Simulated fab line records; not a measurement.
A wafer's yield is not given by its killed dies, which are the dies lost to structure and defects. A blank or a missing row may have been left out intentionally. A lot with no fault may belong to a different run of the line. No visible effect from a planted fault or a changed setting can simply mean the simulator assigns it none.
fab line records | flow rit_cmos
[record] lots = 6 | wafers = 18 | last_day = 7
route steps=202 shown PLDD@116 SPACER@125 M1@202
lots with no fault: from the same line, run without faults
start_h: start of the lot's first displayed wafer, in hours after the record's first day | wait_h: hours since the lot's step before | " as in the row above | L1.1+2: several wafers, shown together as one row | - no value, or no start was given | * or withheld: withheld | < > ~ a bound
route shown NAME@n: a module of which the file shows steps, and the number in the route of the first | usual: the fault-free wafers' mean and standard deviation | same: alike in all rows | chamber/n: place in a boat | sites: the reading at each site | _std_site: the values' standard deviation | _edge_site: the outer-site mean with the inner-site mean subtracted | radius_mm: how far each site lies from the wafer's centre | mask NAME#n: copy n | behind: the last tool/chamber to shape the wafer | hold: what put the lot on hold/how long, in hours/how the hold closed | device: names the non-switching transistor (n, p or np) | end of line: tests run on the same wafers once the route is complete | a step with no rows: only its recipe | killed: not the wafer's yield, but the dies lost to structure and defects at the first sort | map: a wafer's dies, marking killed ones x, the rest . and places with no die _
set.NAME: the setting that was run; set.NAME@STEP: the one run at that earlier step | model.NAME: the simulator's own value behind a step, which no gauge read
lots at some steps of the route; a table a step, a row a wafer
services: the hour from which a tool's chamber was out of use, counted from the record's first day as start_h (under 0 if before that day), plus the number of hours and why
[[steps]]
[step RIT_PLDD_SOFTBAKE_02]
[recipe] resist = NOVOLAK | temp_c = 90 | time_s = 60
[step RIT_PLDD_EXPOSE_03]
[recipe] mask_id = M8 | na = 0.57 | target_cd_nm = 40900 | dose_mj = 250
[step RIT_PLDD_PEB_04]
[recipe] resist = NOVOLAK | temp_c = withheld | time_s = withheld
[step RIT_PLDD_DEVELOP_05]
[recipe] resist = NOVOLAK | develop_time_s = 50 | dev_temp_c = 23
[step RIT_PLDD_OVL_MEAS_06]
[usual] PLDD_OVL = 0.6/1.6
lot.wafer | tool       | chamber | start_h | wait_h | PLDD_OVL[nm]
L166.1    | overlay-01 | -       | 84.50   | -      | -1.2
L166.2    | "          | -       | "       | "      | -3.2
L166.3    | "          | -       | "       | "      | -1.6
L176.1    | overlay-01 | -       | 133.81  | -      | 1.7
L176.3    | "          | -       | "       | "      | 0.9
L176.6    | "          | -       | "       | "      | -1.4
L177.1    | overlay-02 | -       | 138.60  | -      | 3.7
L177.2    | "          | -       | "       | "      | 2.3
L177.3    | "          | -       | "       | "      | 1.5
L178.3    | overlay-02 | -       | 142.63  | -      | 0.7
L178.4    | "          | -       | "       | "      | 0.0
L178.6    | "          | -       | "       | "      | 2.6
L179.1    | overlay-01 | -       | 148.69  | -      | 0.3
L179.4    | "          | -       | "       | "      | -0.3
L179.6    | "          | -       | "       | "      | 1.8
L181.2    | overlay-02 | -       | 158.34  | -      | -0.1
L181.4    | "          | -       | "       | "      | -0.2
L181.6    | "          | -       | "       | "      | -1.3
[step RIT_PLDD_HARDBAKE_07]
[recipe] resist = NOVOLAK | temp_c = 140 | time_s = 60
[step RIT_PLDD_IMPLANT_08]
[recipe] species = BF2 | energy_kev = 20 | dose_cm2 = 9e+14 | tilt_deg = 7
[step RIT_PLDD_STRIP_09]
[recipe] chemistry = O2 | time_s = 180 | resist = NOVOLAK | platen_temp_c = withheld | power_w = 500 | pressure_mtorr = 4000 | o2_flow_sccm = 4000
[usual] drypump_motor_current_A = 6.0/0.55
lot.wafer | tool            | chamber | start_h | wait_h | drypump_motor_current_A | rf_hours_counter_h
L166.1    | plasma_asher-04 | 1       | 84.83   | 0.1    | 5.5                     | 30
L166.2    | "               | 0       | "       | "      | 6.8                     | 30
L166.3    | "               | 0       | "       | "      | 6.8                     | -
L176.1    | plasma_asher-02 | 0       | 134.31  | 0.1    | 6.0                     | 51
L176.3    | "               | 1       | "       | "      | 5.8                     | -
L176.6    | "               | 0       | "       | "      | 6.0                     | -
L177.1    | plasma_asher-04 | 1       | 138.94  | 0.1    | 5.5                     | 37
L177.2    | "               | 0       | "       | "      | 6.8                     | 37
L177.3    | "               | 0       | "       | "      | 6.8                     | -
L178.3    | plasma_asher-02 | 0       | 143.02  | 0.1    | 6.0                     | -
L178.4    | "               | 1       | "       | "      | 5.7                     | -
L178.6    | "               | 0       | "       | "      | 6.0                     | -
L179.1    | plasma_asher-01 | 0       | 149.03  | 0.1    | 5.9                     | 1
L179.4    | "               | 0       | "       | "      | 5.9                     | -
L179.6    | "               | 0       | "       | "      | 6.0                     | -
L181.2    | plasma_asher-04 | 1       | 158.67  | 0.1    | 5.5                     | 40
L181.4    | "               | 0       | "       | "      | 6.8                     | -
L181.6    | "               | 0       | "       | "      | 6.8                     | -
[step RIT_PLDD_TW_MEAS_10]
[usual] PLDD_TW = 2328/26
lot.wafer | tool          | chamber | start_h | wait_h | PLDD_TW
L166.1    | film_metro-01 | -       | 85.01   | 0.1    | 2296
L166.2    | "             | -       | "       | "      | 2294
L166.3    | "             | -       | "       | "      | 2296
L176.1    | film_metro-02 | -       | 134.48  | 0.1    | 2337
L176.3    | "             | -       | "       | "      | 2329
L176.6    | "             | -       | "       | "      | 2333
L177.1    | film_metro-02 | -       | 139.11  | 0.1    | 2336
L177.2    | "             | -       | "       | "      | 2340
L177.3    | "             | -       | "       | "      | 2329
L178.3    | film_metro-03 | -       | 143.15  | 0.1    | 2344
L178.4    | "             | -       | "       | "      | 2351
L178.6    | "             | -       | "       | "      | 2348
L179.1    | film_metro-01 | -       | 149.20  | 0.1    | 2315
L179.4    | "             | -       | "       | "      | 2298
L179.6    | "             | -       | "       | "      | 2314
L181.2    | film_metro-01 | -       | 158.86  | 0.1    | 2317
L181.4    | "             | -       | "       | "      | 2301
L181.6    | "             | -       | "       | "      | 2303
[step RIT_SPACER_CLEAN_00]
[recipe] chemistry = SC1 | mix = 3:3:50 | time_s = 600 | temp_c = 75
[step RIT_SPACER_CLEAN_01]
[recipe] chemistry = dHF | dilution = 50:1 | time_s = 30
[step RIT_SPACER_CLEAN_02]
[recipe] chemistry = SC2 | mix = 3:3:50 | time_s = 600 | temp_c = 75 | dry = n2_spin
[step RIT_SPACER_CVD_03]
[recipe] material = Si3N4 | target_thk_nm = 250 | temp_c = 810 | precursor = SiH2Cl2/NH3 | time_s = 3300 | pressure_mtorr = 300 | sih2cl2_flow_sccm = 60 | nh3_flow_sccm = 150
[usual] nh3_flow_sccm = 150.0/0.45 | pressure_mtorr = 300.1/0.58
lot.wafer | tool     | chamber | start_h | wait_h | nh3_flow_sccm | pressure_mtorr
L166.1    | lpcvd-01 | 1       | 85.45   | 0.0    | 150.2         | 301.0
L166.2    | "        | 1       | "       | "      | 150.1         | 300.4
L166.3    | "        | 1       | "       | "      | 150.6         | 300.6
L176.1    | lpcvd-02 | 0       | 134.94  | 0.0    | -             | -
L176.3    | "        | 0       | "       | "      | -             | -
L176.6    | "        | 0       | "       | "      | -             | -
L177.1    | lpcvd-02 | 0       | 139.57  | 0.0    | -             | -
L177.2    | "        | 0       | "       | "      | -             | -
L177.3    | "        | 0       | "       | "      | -             | -
L178.3    | lpcvd-02 | 1       | 143.59  | 0.0    | 150.3         | 299.3
L178.4    | "        | 1       | "       | "      | 150.1         | 299.7
L178.6    | "        | 1       | "       | "      | 150.1         | 299.4
L179.1    | lpcvd-02 | 1       | 149.63  | 0.0    | 149.2         | 299.9
L179.4    | "        | 1       | "       | "      | 149.6         | 299.4
L179.6    | "        | 1       | "       | "      | 149.4         | 299.5
L181.2    | lpcvd-01 | 0       | 159.27  | 0.0    | 150.9         | 299.2
L181.4    | "        | 0       | "       | "      | 149.9         | 300.4
L181.6    | "        | 0       | "       | "      | 150.2         | 299.1
[step RIT_M1_PROBE_99]
[usual] defect_limited_yield = 97.3/1.1 | killed_at_M0_to_M3 = 0.0/0.18 | killed_at_contacts = 0.1/0.38 | killed_at_front_end = 6.9/2.9 | killed_dies = 7.1/3 | killed_open = 3.5/2.1 | killed_short = 3.5/2 | sort_bin_3_pad_short = 0.1/0.2 | sort_bin_5_function = 1.6/0.86 | sort_bin_6_memory = 1.0/0.61 | sort_n_pass = 256.9/3 | sort_yield_pct = 97.3/1.1
[same] gross_dies = 264 | killed_at_M4_up = 0 | killed_at_back_side = 0 | killed_at_other = 0
lot.wafer | tool      | chamber | start_h | wait_h | defect_limited_yield[%] | killed_at_M0_to_M3 | killed_at_contacts | killed_at_front_end | killed_dies | killed_open | killed_short | sort_bin_3_pad_short[%] | sort_bin_5_function[%] | sort_bin_6_memory[%] | sort_n_pass | sort_yield_pct[%]
L166.1    | prober-01 | -       | 98.75   | 0.1    | 96.6                    | 0                  | 0                  | 9                   | 9           | 5           | 4            | 0                       | 3.0                    | 0.4                  | 255.0       | 96.6
L166.2    | prober-01 | -       | 98.80   | 0.1    | 97.0                    | 1                  | 1                  | 6                   | 8           | 6           | 2            | 0                       | 2.3                    | 0.8                  | 256.0       | 97.0
L166.3    | prober-01 | -       | 98.85   | 0.2    | 97.0                    | 0                  | 0                  | 8                   | 8           | 7           | 1            | 0.4                     | 0.8                    | 1.9                  | 256.0       | 97.0
L178.3    | prober-01 | -       | 156.58  | 0.2    | 97.0                    | 0                  | 0                  | 8                   | 8           | 5           | 2            | 0                       | 2.3                    | 0.8                  | 256.0       | 97.0
L178.4    | prober-01 | -       | 156.63  | 0.2    | 98.9                    | 0                  | 0                  | 3                   | 3           | 2           | 1            | 0                       | 0.4                    | 0.8                  | 261.0       | 98.9
L178.6    | prober-01 | -       | 156.73  | 0.2    | 97.0                    | 0                  | 0                  | 8                   | 8           | 4           | 3            | 0                       | 1.5                    | 1.5                  | 256.0       | 97.0
L179.1    | prober-02 | -       | 162.50  | 0.1    | 98.9                    | 0                  | 0                  | 3                   | 3           | 1           | 2            | 0                       | 1.1                    | 0                    | 261.0       | 98.9
L179.4    | prober-02 | -       | 162.65  | 0.2    | 95.8                    | 0                  | 1                  | 10                  | 11          | 3           | 8            | 0                       | 3.0                    | 1.1                  | 253.0       | 95.8
L179.6    | prober-02 | -       | 162.75  | 0.2    | 97.0                    | 0                  | 0                  | 8                   | 8           | 4           | 4            | 0.4                     | 1.5                    | 1.1                  | 256.0       | 97.0
L181.2    | prober-02 | -       | 172.44  | 0.1    | 95.5                    | 0                  | 1                  | 11                  | 12          | 3           | 7            | 0                       | 2.3                    | 2.3                  | 252.0       | 95.5
L181.4    | prober-02 | -       | 172.54  | 0.2    | 95.8                    | 0                  | 0                  | 11                  | 11          | 3           | 7            | 0.4                     | 2.3                    | 1.5                  | 253.0       | 95.8
L181.6    | prober-02 | -       | 172.64  | 0.2    | 96.6                    | 0                  | 0                  | 9                   | 9           | 3           | 4            | 0.4                     | 1.5                    | 1.5                  | 255.0       | 96.6
// killed by level:class
L166.1 GATE:geometric_particle:short=3 FOX2:geometric_particle:open=2 FOX1:geometric_particle:open=1 FOX1:geometric_particle:short=1 GATE:geometric_particle:open=1 REOX:geometric_particle:open=1
L166.2 GATE:geometric_particle:open=3 SPACER:geometric_particle:open=2 GATE:geometric_particle:short=1 CONTACT:geometric_particle:open=1 M1:geometric_particle:short=1
L166.3 GATE:geometric_particle:open=3 FOX2:geometric_particle:open=2 REOX:geometric_particle:open=1 SPACER:geometric_particle:short=1 SILICIDE:geometric_particle:open=1
L178.3 FOX1:geometric_particle:open=3 FOX1:geometric_particle:short=1 GATE:geometric_particle:open=1 GATE:geometric_particle:short=1 SPACER:geometric_particle:open=1 PRETRO:coat_microbubble_printed=1
L178.4 FOX1:geometric_particle:open=1 FOX1:geometric_particle:short=1 SILICIDE:geometric_particle:open=1
L178.6 GATE:geometric_particle:open=2 REOX:geometric_particle:short=2 FOX1:geometric_particle:short=1 FOX1:geometric_particle:open=1 FOX2:geometric_particle:open=1 PRETRO:coat_microbubble_printed=1
L179.1 GATE:geometric_particle:short=1 GATE:geometric_particle:open=1 SILICIDE:geometric_particle:short=1
L179.4 GATE:geometric_particle:short=3 SPACER:geometric_particle:short=2 FOX1:geometric_particle:open=1 FOX1:geometric_particle:short=1 FOX2:geometric_particle:short=1 FOX2:geometric_particle:open=1 REOX:geometric_particle:short=1 CONTACT:geometric_particle:open=1
L179.6 GATE:geometric_particle:short=3 GATE:geometric_particle:open=2 FOX1:geometric_particle:open=1 SILICIDE:geometric_particle:open=1 SILICIDE:geometric_particle:short=1
L181.2 GATE:geometric_particle:short=4 FOX1:geometric_particle:short=1 FOX2:geometric_particle:open=1 GATE:geometric_particle:open=1 REOX:geometric_particle:short=1 SILICIDE:geometric_particle:open=1 CONTACT:geometric_particle:short=1 NLDD:coat_microbubble_printed=1
L181.4 FOX1:geometric_particle:short=3 GATE:geometric_particle:short=2 GATE:geometric_particle:open=2 REOX:geometric_particle:open=1 REOX:geometric_particle:short=1 SPACER:geometric_particle:short=1 PLDD:coat_microbubble_printed=1
L181.6 GATE:geometric_particle:short=2 GATE:geometric_particle:open=2 FOX2:geometric_particle:short=1 REOX:geometric_particle:short=1 REOX:geometric_particle:open=1 NLDD:coat_microbubble_printed=1 PLDD:coat_microbubble_printed=1
[[services]]
tool            | chamber | start_h | hours | kind
plasma_asher-04 | -       | 67.36   | 4.3   | pm
plasma_asher-01 | -       | 86.36   | 44.0  | repair
plasma_asher-01 | -       | 130.40  | 9.0   | pm
plasma_asher-01 | 0       | 130.40  | 9.0   | vent_cycle
plasma_asher-01 | 1       | 130.40  | 9.0   | vent_cycle
plasma_asher-01 | 0       | 139.40  | -     | clean
plasma_asher-01 | 1       | 139.40  | -     | clean
[[key]]
[first_sign] step = RIT_SPACER_CVD_03 | reading = tool_record | direction = missing
effect none on later readings
met_at RIT_SPACER_CVD_03
struck_wafers L176.1,L176.3,L176.6,L177.1,L177.2,L177.3
scrapped_behind RIT_SPACER_THK_MEAS_04 L176.1,L176.3,L176.6,L177.1,L177.2,L177.3
[fault] kind = skipped_step_whole | tool = lpcvd-02 | chamber = - | onset_h = 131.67 | steps = RIT_SPACER_CVD_03 | scope = struck_lots_only
